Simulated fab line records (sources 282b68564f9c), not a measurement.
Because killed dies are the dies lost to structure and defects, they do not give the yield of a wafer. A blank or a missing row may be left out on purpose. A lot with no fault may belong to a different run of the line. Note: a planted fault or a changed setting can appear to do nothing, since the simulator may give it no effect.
fab line records -- flow ritCmos
[record] lots = 6, wafers = 18, lastDay = 7
route steps=202 shown PWELL@49 WELLDRIVE@50 NWELL@51 NRETRO@53 PRETRO@64 M1@202
lots with no fault: from the same line, run without faults
startH: hours from the record's opening day to when the first of the lot's shown wafers began -- waitH: hours since the lot's step before -- " the same as in the row above -- L1.1+2: a single row standing in for several wafers -- - either no value or no given start -- * or withheld: withheld -- < > ~ a bound
route shown NAME@n: NAME is a module with steps in the file, n the number in the route of the first one -- usual: mean and standard deviation over wafers with no fault -- same: alike in all rows -- chamber/n: place in a boat -- sites: the reading at each site -- _std_site: the standard deviation of these -- _edge_site: mean of outer sites minus mean of inner sites -- radiusMm: how far each site lies from the wafer's centre -- mask NAME#n: copy n -- behind: the most recent tool/chamber to have shaped the wafer -- hold: why the lot went on hold/how many hours it stayed there/how the hold came to an end -- device: names the non-switching transistor (n, p or np) -- end of line: tests of these same wafers at the route's end -- a step with no rows: only its recipe -- killed: dies lost to structure and defects at the first sort, not the wafer's yield -- map: shows each die of a wafer: x if killed, . if not, _ if none is there
set.NAME: the setting as run; set.NAME@STEP: as run at that earlier step -- model.NAME: the simulator's own value behind a step, which no gauge read
a table for each step, a row for each wafer; lots at some steps of the route
services: when a tool's chamber went out of use (startH, in hours from the record's first day, below 0 if earlier), for how many hours, and the reason
[[steps]]
[step RIT_PWELL_TW_MEAS_10]
[usual] PWELL_TW = 946/12
lot.wafer,tool,chamber,startH,waitH,PWELL_TW
L667.1,filmMetro-04,-,40.79,0.1,949
L667.3,filmMetro-04,-,40.79,0.1,958
L667.5,filmMetro-04,-,40.79,0.1,953
L669.1,filmMetro-04,-,50.59,0.1,953
L669.3,filmMetro-04,-,50.59,0.1,952
L669.4,filmMetro-04,-,50.59,0.1,956
L670.2,filmMetro-04,-,54.10,0.1,954
L670.3,filmMetro-04,-,54.10,0.1,952
L670.5,filmMetro-04,-,54.10,0.1,952
L672.1,filmMetro-02,-,68.81,0.1,960
L672.5,filmMetro-02,-,68.81,0.1,959
L672.6,filmMetro-02,-,68.81,0.1,957
L685.2,filmMetro-01,-,129.45,0.1,934
L685.3,filmMetro-01,-,129.45,0.1,933
L685.5,filmMetro-01,-,129.45,0.1,933
L686.2,filmMetro-04,-,137.13,0.1,957
L686.5,filmMetro-04,-,137.13,0.1,958
L686.6,filmMetro-04,-,137.13,0.1,956
[step RIT_WELLDRIVE_ANNEAL_00]
[recipe] tempC = 1100, timeS = 14700, ambient = N2
[step RIT_WELLDRIVE_RS_MEAS_01]
[recipe] thkMeasGauge = four-point-probe
[usual] NWELL_RS = 275.5/0.7
lot.wafer,tool,chamber,startH,waitH,NWELL_RS[ohm/sq]
L667.1,filmMetro-04,-,47.16,0.0,276.2
L667.3,filmMetro-04,-,47.16,0.0,276.4
L667.5,filmMetro-04,-,47.16,0.0,275.8
L669.1,filmMetro-04,-,56.98,0.0,275.4
L669.3,filmMetro-04,-,56.98,0.0,275.3
L669.4,filmMetro-04,-,56.98,0.0,275.5
L670.2,filmMetro-04,-,60.86,0.0,275.0
L670.3,filmMetro-04,-,60.86,0.0,274.6
L670.5,filmMetro-04,-,60.86,0.0,275.1
L672.1,filmMetro-02,-,73.99,0.0,274.6
L672.5,filmMetro-02,-,73.99,0.0,274.6
L672.6,filmMetro-02,-,73.99,0.0,275.5
L685.2,filmMetro-01,-,135.83,0.0,275.8
L685.3,filmMetro-01,-,135.83,0.0,276.0
L685.5,filmMetro-01,-,135.83,0.0,275.3
L686.2,filmMetro-02,-,143.08,0.0,275.4
L686.5,filmMetro-02,-,143.08,0.0,274.7
L686.6,filmMetro-02,-,143.08,0.0,274.8
[step RIT_WELLDRIVE_RS_MEAS_02]
[recipe] thkMeasGauge = four-point-probe
[usual] PWELL_RS = 429.3/1.2
lot.wafer,tool,chamber,startH,waitH,PWELL_RS[ohm/sq]
L667.1,filmMetro-04,-,47.28,0.1,429.5
L667.3,filmMetro-04,-,47.28,0.1,428.9
L667.5,filmMetro-04,-,47.28,0.1,428.7
L669.1,filmMetro-04,-,57.10,0.1,428.3
L669.3,filmMetro-04,-,57.10,0.1,429.1
L669.4,filmMetro-04,-,57.10,0.1,428.6
L670.2,filmMetro-04,-,60.98,0.1,429.7
L670.3,filmMetro-04,-,60.98,0.1,429.5
L670.5,filmMetro-04,-,60.98,0.1,430.0
L672.1,filmMetro-02,-,74.11,0.1,427.1
L672.5,filmMetro-02,-,74.11,0.1,426.8
L672.6,filmMetro-02,-,74.11,0.1,426.4
L685.2,filmMetro-01,-,135.95,0.1,427.5
L685.3,filmMetro-01,-,135.95,0.1,428.0
L685.5,filmMetro-01,-,135.95,0.1,428.8
L686.2,filmMetro-02,-,143.20,0.1,428.3
L686.5,filmMetro-02,-,143.20,0.1,427.8
L686.6,filmMetro-02,-,143.20,0.1,427.7
[step RIT_NRETRO_HMDS_00]
[recipe] primeTimeS = 60, primeTempC = 140
[step RIT_NRETRO_COAT_01]
[recipe] resist = NOVOLAK, spinRpm = 2000, resistThkNm = 1300
[step RIT_NRETRO_SOFTBAKE_02]
[recipe] resist = NOVOLAK, tempC = 90, timeS = 60
[step RIT_NRETRO_EXPOSE_03]
[recipe] maskId = M4, na = 0.57, targetCdNm = 43900, doseMj = 250
[step RIT_NRETRO_PEB_04]
[recipe] resist = NOVOLAK, tempC = withheld, timeS = withheld
[step RIT_NRETRO_DEVELOP_05]
[recipe] resist = NOVOLAK, developTimeS = 68, devTempC = 23
[step RIT_NRETRO_OVL_MEAS_06]
[usual] NRETRO_OVL = -0.3/1.5
lot.wafer,tool,chamber,startH,waitH,NRETRO_OVL[nm]
L667.1,overlay-01,-,48.40,-,1.2
L667.3,overlay-01,-,48.40,-,1.0
L667.5,overlay-01,-,48.40,-,1.6
L669.1,overlay-01,-,58.10,-,1.1
L669.3,overlay-01,-,58.10,-,1.1
L669.4,overlay-01,-,58.10,-,1.7
L670.2,overlay-01,-,62.10,-,-1.3
L670.3,overlay-01,-,62.10,-,-1.5
L670.5,overlay-01,-,62.10,-,-2.0
L672.1,overlay-01,-,75.23,-,-2.5
L672.5,overlay-01,-,75.23,-,0.4
L672.6,overlay-01,-,75.23,-,0.4
L685.2,overlay-01,-,137.06,-,1.0
L685.3,overlay-01,-,137.06,-,1.4
L685.5,overlay-01,-,137.06,-,2.5
L686.2,overlay-01,-,144.31,-,-3.7
L686.5,overlay-01,-,144.31,-,-1.5
L686.6,overlay-01,-,144.31,-,-2.3
[step RIT_NRETRO_HARDBAKE_07]
[recipe] resist = NOVOLAK, tempC = 140, timeS = 120
[step RIT_NRETRO_IMPLANT_08]
[recipe] species = P, energyKev = 70.76, doseCm2 = 1e+13, tiltDeg = 7
[usual] beamOnS = 10.00/0.22, doseIonsCm2 = 9.996e+12/1.1e+10, faradayCurrentUA = 31.7/0.68
lot.wafer,tool,chamber,startH,waitH,beamOnS,doseIonsCm2,faradayCurrentUA
L667.1,implanter-01,0,48.69,0.2,10.36,1.0004e+13,30.5
L667.3,implanter-01,0,48.69,0.2,10.24,9.992e+12,31.0
L667.5,implanter-01,0,48.69,0.2,10.30,1.0008e+13,30.7
L669.1,implanter-01,0,58.38,0.2,10.13,7.8e+12,24.4
L669.3,implanter-01,0,58.38,0.2,10.20,7.791e+12,24.2
L669.4,implanter-01,0,58.38,0.2,10.41,7.79e+12,23.7
L670.2,implanter-02,0,62.40,0.2,10.23,9.97e+12,31.1
L670.3,implanter-02,0,62.40,0.2,9.81,9.997e+12,32.4
L670.5,implanter-02,0,62.40,0.2,9.52,1.001e+13,33.2
L672.1,implanter-01,0,75.52,0.2,9.61,7.799e+12,25.8
L672.5,implanter-01,0,75.52,0.2,10.58,7.798e+12,23.4
L672.6,implanter-01,0,75.52,0.2,9.98,7.8e+12,24.7
L685.2,implanter-03,0,137.37,0.2,10.05,9.978e+12,31.7
L685.3,implanter-03,0,137.37,0.2,9.97,9.998e+12,31.8
L685.5,implanter-03,0,137.37,0.2,10.17,9.988e+12,31.1
L686.2,implanter-02,0,144.61,0.2,10.21,9.995e+12,30.9
L686.5,implanter-02,0,144.61,0.2,10.09,1.0003e+13,31.3
L686.6,implanter-02,0,144.61,0.2,9.94,9.996e+12,32.0
[step RIT_NRETRO_STRIP_09]
[recipe] chemistry = O2, timeS = 180, resist = NOVOLAK, platenTempC = withheld, powerW = 500, pressureMtorr = 4000, o2FlowSccm = 4000
[usual] chamberPressureMTorr = 4000/3.6, drypumpMotorCurrentA = 5.6/0.37
lot.wafer,tool,chamber,startH,waitH,chamberPressureMTorr,drypumpMotorCurrentA,rfHoursCounterH
L667.1,plasmaAsher-04,1,48.84,0.1,3996,5.5,25
L667.3,plasmaAsher-04,1,48.84,0.1,3995,5.5,-
L667.5,plasmaAsher-04,0,48.84,0.1,3998,5.0,-
L669.1,plasmaAsher-04,0,58.53,0.1,3992,5.0,26
L669.3,plasmaAsher-04,0,58.53,0.1,3999,5.0,-
L669.4,plasmaAsher-04,1,58.53,0.1,4000,5.6,-
L670.2,plasmaAsher-01,0,62.53,0.1,4002,6.1,41
L670.3,plasmaAsher-01,1,62.53,0.1,3997,5.6,-
L670.5,plasmaAsher-01,0,62.53,0.1,4001,6.1,-
L672.1,plasmaAsher-04,1,75.67,0.1,3998,5.5,28
L672.5,plasmaAsher-04,0,75.67,0.1,4002,5.0,-
L672.6,plasmaAsher-04,1,75.67,0.1,4001,5.5,-
L685.2,plasmaAsher-04,0,137.49,0.1,4000,5.0,35
L685.3,plasmaAsher-04,0,137.49,0.1,3994,5.0,-
L685.5,plasmaAsher-04,0,137.49,0.1,4000,5.0,-
L686.2,plasmaAsher-01,1,144.74,0.1,3997,5.6,3
L686.5,plasmaAsher-01,0,144.74,0.1,4000,6.1,-
L686.6,plasmaAsher-01,1,144.74,0.1,4008,5.7,-
[step RIT_NRETRO_TW_MEAS_10]
[usual] NRETRO_TW = 1048/10
lot.wafer,tool,chamber,startH,waitH,NRETRO_TW
L667.1,filmMetro-03,-,49.01,0.1,1040
L667.3,filmMetro-03,-,49.01,0.1,1039
L667.5,filmMetro-03,-,49.01,0.1,1041
L669.1,filmMetro-04,-,58.75,0.2,976
L669.3,filmMetro-04,-,58.75,0.2,973
L669.4,filmMetro-04,-,58.75,0.2,973
L670.2,filmMetro-02,-,62.71,0.1,1051
L670.3,filmMetro-02,-,62.71,0.1,1049
L670.5,filmMetro-02,-,62.71,0.1,1064
L672.1,filmMetro-02,-,75.84,0.1,977
L672.5,filmMetro-02,-,75.84,0.1,975
L672.6,filmMetro-02,-,75.84,0.1,967
L685.2,filmMetro-03,-,137.68,0.1,1041
L685.3,filmMetro-03,-,137.68,0.1,1037
L685.5,filmMetro-03,-,137.68,0.1,1035
L686.2,filmMetro-02,-,144.92,0.1,1058
L686.5,filmMetro-02,-,144.92,0.1,1053
L686.6,filmMetro-02,-,144.92,0.1,1051
[step RIT_PRETRO_HMDS_00]
[recipe] primeTimeS = 60, primeTempC = 140
[step RIT_M1_PROBE_99]
[usual] killedAtContacts = 0.1/0.31, killedAtFrontEnd = 8/3.1, killedDies = 8/3.2, killedOpen = 3.9/2.2, killedShort = 3.8/2.1
[same] grossDies = 264, killed_at_M0_to_M3 = 0, killed_at_M4_up = 0, killedAtBackSide = 0, killedAtOther = 0
lot.wafer,tool,chamber,startH,waitH,killedAtContacts,killedAtFrontEnd,killedDies,killedOpen,killedShort,model.etest.pmos_0p3.rOnOhmUm,model.etest.pmos_0p15.driveUaUm,model.etest.pmosTurned.driveUaUm,model.etest.pmosNarrow.driveUaUm,model.etest.pmos_0p3.driveUaUm,model.etest.wellEdgeRight.lineOhmUm,model.etest.wellEdgeLeft.lineOhmUm,model.etest.pmos_0p15.offLog10AUm
L667.1,prober-01,-,80.76,0.1,0,6,6,3,3,6535,244.2,186,97.58,96.63,180.4,180.9,-10.54
L667.3,prober-01,-,80.86,0.2,0,8,8,4,4,6326,247.8,184.7,100.2,99.73,181,181,-10.54
L667.5,prober-01,-,80.96,0.2,1,6,7,2,5,6444,251.2,187.9,97.92,98.38,181.3,183.1,-10.52
L669.1,prober-02,-,89.03,0.1,1,4,5,1,4,6166,263.6,193.3,107.8,105.2,190.1,187.4,-9.964
L669.3,prober-02,-,89.13,0.2,0,8,8,4,4,6135,268.6,195.1,107.7,105.3,187.2,186.9,-10.01
L669.4,prober-02,-,89.18,0.2,0,4,4,3,1,6259,262.3,192,107.3,104.6,186.6,187.4,-9.884
L670.2,prober-02,-,92.34,0.1,0,17,17,12,5,6366,253.8,191.3,98.04,99.5,181.6,180.4,-10.38
L670.3,prober-02,-,92.39,0.2,0,12,12,5,7,6376,251.8,188.2,98.29,98.72,182.8,181.8,-10.52
L670.5,prober-02,-,92.49,0.2,0,5,5,4,1,6483,253.2,186.8,97.32,97.64,184.2,178.8,-10.41
L672.1,prober-02,-,108.59,0.1,0,12,12,6,6,5847,294.1,219,118.2,114.4,189.1,186,-9.251
L672.5,prober-02,-,108.79,0.2,0,7,7,3,4,5896,283.3,218.1,115.6,111.8,186.2,185.5,-9.681
L672.6,prober-02,-,108.84,0.2,0,8,8,4,4,5802,298.6,228.3,118.9,114.3,187.4,186.9,-9.221
L685.2,prober-01,-,166.31,0.1,0,9,9,6,3,6163,269.1,203.1,104.6,101.8,184.7,181.8,-9.956
L685.3,prober-01,-,166.36,0.2,0,7,7,5,2,6151,268.7,201.5,104.2,102.6,184,183.8,-10.17
L685.5,prober-01,-,166.46,0.2,0,9,9,6,3,6020,271.4,207.3,107.9,105.7,182.1,180.6,-10.05
L686.2,prober-02,-,172.85,0.1,0,5,5,4,1,6447,245.7,180.2,99.69,96.98,181.8,181.5,-10.77
L686.5,prober-02,-,173.00,0.2,0,6,6,2,4,6430,241.7,174.9,101.7,97.11,182,183.2,-10.69
L686.6,prober-02,-,173.05,0.2,0,6,6,3,3,6464,241,176.1,100.4,96.02,181.6,182.5,-10.66
// killed by level:class
L667.1 GATE:geometricParticle:short=3 SPACER:geometricParticle:open=2 GATE:geometricParticle:open=1
L667.3 FOX1:geometricParticle:open=2 SPACER:geometricParticle:short=2 FOX1:geometricParticle:short=1 FOX2:geometricParticle:short=1 REOX:geometricParticle:open=1 SPACER:geometricParticle:open=1
L667.5 FOX1:geometricParticle:open=2 GATE:geometricParticle:short=2 FOX2:geometricParticle:short=1 SILICIDE:geometricParticle:short=1 CONTACT:geometricParticle:short=1
L669.1 REOX:geometricParticle:short=2 FOX1:geometricParticle:open=1 GATE:geometricParticle:short=1 CONTACT:geometricParticle:short=1
L669.3 FOX2:geometricParticle:short=2 GATE:geometricParticle:open=2 FOX1:geometricParticle:open=1 GATE:geometricParticle:short=1 SPACER:geometricParticle:short=1 SPACER:geometricParticle:open=1
L669.4 SPACER:geometricParticle:open=2 FOX1:geometricParticle:open=1 SPACER:geometricParticle:short=1
L670.2 SPACER:geometricParticle:open=4 SILICIDE:geometricParticle:open=4 GATE:geometricParticle:short=3 GATE:geometricParticle:open=2 REOX:geometricParticle:open=2 FOX2:geometricParticle:short=1 SPACER:geometricParticle:short=1
L670.3 GATE:geometricParticle:short=4 SILICIDE:geometricParticle:open=2 FOX1:geometricParticle:short=1 FOX2:geometricParticle:open=1 SILICIDE:geometricParticle:short=1 GATE:geometricParticle:open=1 REOX:geometricParticle:short=1 SPACER:geometricParticle:open=1
L670.5 GATE:geometricParticle:open=3 GATE:geometricParticle:short=1 SPACER:geometricParticle:open=1
L672.1 GATE:geometricParticle:open=4 GATE:geometricParticle:short=2 SPACER:geometricParticle:short=2 FOX1:geometricParticle:short=1 REOX:geometricParticle:open=1 REOX:geometricParticle:short=1 SILICIDE:geometricParticle:open=1
L672.5 SILICIDE:geometricParticle:open=2 SILICIDE:geometricParticle:short=2 FOX2:geometricParticle:open=1 GATE:geometricParticle:short=1 SPACER:geometricParticle:short=1
L672.6 FOX1:geometricParticle:short=2 FOX2:geometricParticle:open=2 FOX2:geometricParticle:short=1 REOX:geometricParticle:open=1 SILICIDE:geometricParticle:open=1 SILICIDE:geometricParticle:short=1
L685.2 GATE:geometricParticle:short=2 REOX:geometricParticle:open=2 FOX1:geometricParticle:short=1 FOX1:geometricParticle:open=1 FOX2:geometricParticle:open=1 GATE:geometricParticle:open=1 SILICIDE:geometricParticle:open=1
L685.3 FOX1:geometricParticle:open=2 FOX2:geometricParticle:open=1 GATE:geometricParticle:open=1 SPACER:geometricParticle:short=1 SPACER:geometricParticle:open=1 SILICIDE:geometricParticle:short=1
L685.5 FOX2:geometricParticle:open=3 FOX2:geometricParticle:short=2 GATE:geometricParticle:open=2 GATE:geometricParticle:short=1 SPACER:geometricParticle:open=1
L686.2 FOX1:geometricParticle:open=2 ACTIVE:geometricParticle:short=1 FOX2:geometricParticle:open=1 REOX:geometricParticle:open=1
L686.5 SPACER:geometricParticle:short=3 FOX1:geometricParticle:short=1 FOX2:geometricParticle:open=1 SPACER:geometricParticle:open=1
L686.6 FOX1:geometricParticle:short=2 SPACER:geometricParticle:open=2 REOX:geometricParticle:open=1 REOX:geometricParticle:short=1
[[services]]
tool,chamber,startH,hours,kind
plasmaAsher-01,-,55.06,1.2,repair
implanter-03,-,57.50,1.7,repair
implanter-03,-,65.47,4.7,pm
implanter-03,-,70.16,3.2,pm
implanter-01,-,82.18,4.4,pm
implanter-03,-,84.58,10.2,repair
plasmaAsher-01,-,108.90,9.0,pm
plasmaAsher-01,0,108.90,9.0,ventCycle
plasmaAsher-01,1,108.90,9.0,ventCycle
plasmaAsher-01,0,117.90,-,clean
plasmaAsher-01,1,117.90,-,clean
implanter-02,-,121.27,6.1,repair
plasmaAsher-04,-,132.08,5.2,repair
[[key]]
[firstSign] step = RIT_NRETRO_IMPLANT_08, reading = doseIonsCm2, direction = down, sigmas = 99+, usual = 9.996e+12, struck = 7.796e+12
[effect] step = RIT_NRETRO_IMPLANT_08, reading = faradayCurrentUA, direction = down, sigmas = 11, usual = 31.7, struck = 24.4
[effect] step = RIT_NRETRO_TW_MEAS_10, reading = NRETRO_TW, direction = down, sigmas = 7.4, usual = 1048, struck = 974
[modelEffect] step = RIT_M1_PROBE_99, value = etest.pmos_0p3.rOnOhmUm, without = 6262, struck = 6017
metAt RIT_NRETRO_IMPLANT_08
struckWafers L669.1,L669.3,L669.4,L672.1,L672.5,L672.6
testerLeftOut L669,L672
onsetBetween 48.69 58.38
[fault] kind = processParameterDrift, tool = implanter-01, chamber = -, onsetH = 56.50, steps = RIT_NRETRO_IMPLANT_08, channel = doseCm2, offset = -2.2e+12, shape = step, endH = 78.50, actsIn = theseRecipesOnly, stated = 1e+13
// testerLeftOut: of these lots the tester's yield and bins aren't shown, on N5 and GAA mostly nor the transistor test; their killed dies are dies lost to structure and defects alone, not to doping, threshold or leakage, so they don't give the yield
